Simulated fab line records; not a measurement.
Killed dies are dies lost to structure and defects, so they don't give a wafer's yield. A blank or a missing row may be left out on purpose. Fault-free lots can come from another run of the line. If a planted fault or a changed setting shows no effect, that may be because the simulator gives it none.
The tool behind it: which one? | flow berkeley_cmos170 | 7 lots with 21 wafers sampled at 2 steps, on a route of 331 steps

WHAT EACH GAUGE READ, for each wafer
UCB170_PWELL_THK_MEAS_06.
lot  | measured    | on            | PWELL_NITRIDE_THK (nm)
L751 | day 3 12:17 | film_metro-03 | 224.9 223.9 223.8
L754 | day 3 23:14 | film_metro-01 | 221.3 221.4 221.0
L765 | day 6 01:49 | film_metro-04 | 222.0 222.5 222.2
L766 | day 6 03:37 | film_metro-04 | 216.8 221.2 220.8
L769 | day 7 01:30 | film_metro-04 | 217.3 217.0 216.4

TOOL THAT RAN EACH LOT (tool first, then ch and the chambers of the sampled wafers, then the start)
lot  | UCB170_NWELL_EXPOSE_09
L751 | krf_scanner-01 ch 0, day 2 18:04
L754 | krf_scanner-01 ch 0, day 3 06:13
L758 | krf_scanner-02, day 3 21:04
L759 | krf_scanner-01, day 4 08:02
L765 | krf_scanner-01 ch 0, day 5 08:09
L766 | krf_scanner-02 ch 0, day 5 12:14
L769 | krf_scanner-02 ch 0, day 6 03:41
- UCB170_NWELL_EXPOSE_09: exposes mask NWELL, target cd 3000 nm.

THE ANSWER, worked out from the rows above alone
Rule: the lots themselves supply what counts as usual. Put in order of their means at a reading, lots are off if they are a third of the lots or fewer, leave a main group of 4 or more, and stand apart from it by a gap of 3 or more times the standard deviation of the main group's means; of several such gaps the widest counts. A main group is skipped when, at the precision printed for the reading in the tables above, its means are all equal. Also off: a lot with no number at a reading for which 4 or more lots have one. Any other lot the step has rows for is counted as sound.
No lot is off on any of the readings shown, so nothing can be concluded from this.

WHAT THE SIMULATOR HAD INSERTED
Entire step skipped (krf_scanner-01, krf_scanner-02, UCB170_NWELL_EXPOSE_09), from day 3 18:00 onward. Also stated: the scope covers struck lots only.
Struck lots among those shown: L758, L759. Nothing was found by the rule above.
